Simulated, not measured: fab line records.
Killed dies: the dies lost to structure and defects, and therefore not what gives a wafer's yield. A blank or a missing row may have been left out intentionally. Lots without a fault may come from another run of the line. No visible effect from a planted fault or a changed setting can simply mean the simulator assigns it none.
2 desks looking at one fault + flow rit cmos + what lay behind the numbers comes last; until then each desk has only its own

== TOOL OWNER'S DESK, litho track-02 ==
The tool's own readings at RIT_ACTIVE_COAT_06 (resist thk 1000 nm): means of the sampled wafers that have a number, for each lot that ran on this tool. Any lot whose mean is over 4 standard deviations away from the usual mean is out of limits and marked OUT; that distance is given in the brackets.
Columns: A = exhaust pa at RIT_ACTIVE_COAT_06, usual 44.9 Pa; B = spin speed rpm at RIT_ACTIVE_COAT_06, usual 3250.8 rpm
| lot  | first seen here | A    | B                |
|------|-----------------|------|------------------|
| L474 | day 2 20:49     | 45.7 | 3250.9           |
| L478 | day 3 16:23     | 44.9 | 3253.1           |
| L483 | day 4 17:57     | 45.5 | 3254.5           |
| L484 | day 4 22:33     | 45.3 | 3373.0 (+64) OUT |
| L486 | day 5 07:44     | 43.1 | 3375.7 (+66) OUT |
| L487 | day 5 13:03     | 44.8 | 3377.4 (+67) OUT |
This desk's verdict: out of limits on L484, L486, L487, starting with L484 at day 4 22:33 (spin speed rpm at RIT_ACTIVE_COAT_06). L474, L478, L483 stayed within limits.

== METROLOGY DESK ==
What the gauges read for every lot (on any tool): the sampled wafers with a number, averaged. Any lot whose mean is over 4 standard deviations away from the usual mean is out of limits and marked OUT; that distance is given in the brackets.
Columns: A = FOX1_OXIDE_THK at RIT_FOX1_THK_MEAS_01, usual 351 nm; B = PSD_OVL at RIT_PSD_OVL_MEAS_06, usual -0.6 nm
| lot  | first seen here | A   | B    |
|------|-----------------|-----|------|
| L469 | day 2 02:06     | 343 | 0.3  |
| L470 | day 2 03:28     | 356 | -0.4 |
| L471 | day 2 10:40     | 354 | -0.2 |
| L474 | day 3 00:49     | 357 | -0.2 |
| L475 | day 3 05:32     | 347 | 0.7  |
| L476 | day 3 10:22     | 347 | -0.7 |
| L477 | day 3 15:30     | 352 | -0.9 |
| L478 | day 3 20:51     | 344 | -1.5 |
| L483 | day 4 22:24     | 352 | 0.0  |
| L484 | day 5 02:25     | 344 | 2.4  |
| L486 | day 5 11:40     | 356 | 0.6  |
| L487 | day 5 17:35     | 344 | -2.3 |
| L488 | day 5 21:57     | 356 | 1.4  |
| L489 | day 6 03:16     | 344 | -1.7 |
| L491 | day 6 13:22     | 354 | -2.6 |
Finding of this desk: none of the 15 lots has anything out of limits.

== PUT TOGETHER ==
The tool owner's desk had the chance to raise an alarm at day 4 22:33 on L484, L486, L487.
At the metrology desk, nothing out of limits was observed.
The metrology desk holds a record of L484, L486, L487, inside its limits.
Every lot named ran RIT_ACTIVE_COAT_06 on litho track-02.

== WHAT THE SIMULATOR HAD INSERTED ==
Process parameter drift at RIT_ACTIVE_COAT_06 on litho track-02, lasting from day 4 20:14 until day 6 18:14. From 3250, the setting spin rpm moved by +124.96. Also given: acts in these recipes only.
Struck lots among those shown: L484, L486, L487.
Delay in hours, fault start to first out-of-limits reading, by desk: the tool owner's desk at 2.
